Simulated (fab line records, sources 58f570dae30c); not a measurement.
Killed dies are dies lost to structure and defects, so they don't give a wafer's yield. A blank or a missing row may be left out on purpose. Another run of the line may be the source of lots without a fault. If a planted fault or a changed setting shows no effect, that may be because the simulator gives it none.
Which of the tools did it? -- flow berkeley-cmos170 -- 14 lots, 42 wafers sampled, at 2 steps of a route of 331

## WHAT EACH GAUGE READ, for each wafer
UCB170_NWELL_TW_MEAS_16.
lot,measured,on,NWELL_TW
L611,day 3 02:16,film-metro-03,1247 1249 1250
L612,day 3 02:33,film-metro-02,1233 1239 1237
L613,day 3 09:52,film-metro-01,1233 1238 1234
L615,day 3 17:43,film-metro-02,1236 1236 1235
L614,day 3 18:06,film-metro-02,1233 1238 1244
L616,day 4 02:38,film-metro-02,1246 1240 1245
L618,day 4 06:30,film-metro-03,1236 1242 1245
L619,day 4 15:18,film-metro-03,1242 1244 1243
L620,day 4 15:25,film-metro-02,1236 1237 1241
L621,day 4 22:08,film-metro-03,1246 1243 1237
L623,day 5 07:34,film-metro-03,1250 1249 1242
L624,day 5 07:42,film-metro-03,1241 1243 1242
L625,day 5 16:50,film-metro-01,983 981 984
L629,day 6 17:17,film-metro-01,982 982 973

## WHAT TOOL EACH LOT RAN ON (gives the tool, then ch and the chambers of the sampled wafers, and finally the start)
lot,UCB170_NWELL_IMPLANT_14
L611,"implanter-01 ch 0, day 3 02:02"
L612,"implanter-01 ch 0, day 3 02:19"
L613,"implanter-01 ch 0, day 3 09:38"
L615,"implanter-01 ch 0, day 3 17:29"
L614,"implanter-03 ch 0, day 3 17:51"
L616,"implanter-03 ch 0, day 4 02:24"
L618,"implanter-04 ch 0, day 4 06:15"
L619,"implanter-01 ch 0, day 4 15:03"
L620,"implanter-03 ch 0, day 4 15:11"
L621,"implanter-01 ch 0, day 4 21:54"
L623,"implanter-04 ch 0, day 5 07:13"
L624,"implanter-01 ch 0, day 5 07:28"
L625,"implanter-01 ch 0, day 5 16:37"
L629,"implanter-01 ch 0, day 6 17:02"
- UCB170_NWELL_IMPLANT_14

## WHAT THE TOOLS THEMSELVES READ (means of the sampled wafers that have a number; where no wafer has one, the mark that the record gives instead)
UCB170_NWELL_IMPLANT_14.
lot,tool,dose-ions-cm2,faraday-current-uA
L611,implanter-01,9.9963e+12,30.8
L612,implanter-01,1.0003e+13,31.6
L613,implanter-01,9.9903e+12,31.8
L615,implanter-01,9.9917e+12,31.2
L614,implanter-03,9.9947e+12,32.1
L616,implanter-03,1.0009e+13,32.1
L618,implanter-04,1.0014e+13,32.1
L619,implanter-01,9.9987e+12,31.8
L620,implanter-03,1.0010e+13,32.5
L621,implanter-01,1.0009e+13,31.5
L623,implanter-04,1.0014e+13,31.8
L624,implanter-01,9.9977e+12,31.1
L625,implanter-01,4.9197e+12,15.8
L629,implanter-01,4.8957e+12,15.3

## THE ANSWER, worked out from the rows above alone
Rule: the usual values come from the lots themselves. Put in order of their means at a reading, lots are off if they are a third of the lots or fewer, leave a main group of 4 or more, and stand apart from it by a gap of 3 or more times the standard deviation of the main group's means; of several such gaps the widest counts. A main group whose means are all the same, to the digits that the tables above print for the reading, isn't used. Also off: a lot with no number at a reading for which 4 or more lots have one. All remaining lots with rows at the step are treated as sound. The gauges are gone through in route order, then the tools' own readings, and for those a lot's mean is taken as printed above. At the first step where some lot is off, the reading lying furthest off is the one used; lots without a number count as furthest.
Off: L625, L629, at UCB170_NWELL_TW_MEAS_16 (NWELL_TW). The main group has a mean of 1241 with a standard deviation of 4.2.
A tool fits if, at a process step before that reading, it ran every lot that is off, and no sound lot after the first of them. Not tried: the gauges at UCB170_NWELL_TW_MEAS_16; whatever is off there is also off at UCB170_NWELL_IMPLANT_14, on other tools, and gauge error can't account for it. One candidate fits, namely implanter-01 at UCB170_NWELL_IMPLANT_14. A fault onset in the window from L624 (day 5 07:28, its last sound lot) to L625 (day 5 16:37, its first lot off) fits.
The tool's own readings at UCB170_NWELL_IMPLANT_14 bear it out: on the lots that are off they differ by more than 5 times the standard deviation of the sound lots' means. dose-ions-cm2 reads 4.9077e+12 there against 1.0002e+13 on the sound lots; faraday-current-uA reads 15.6 there against 31.7 on the sound lots.

## WHAT WAS PUT IN BY THE SIMULATOR
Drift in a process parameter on implanter-01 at UCB170_NWELL_IMPLANT_14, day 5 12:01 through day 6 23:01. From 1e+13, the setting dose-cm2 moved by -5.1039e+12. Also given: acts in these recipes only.
Struck lots among those shown: L625, L629. The rule above reached the same finding.
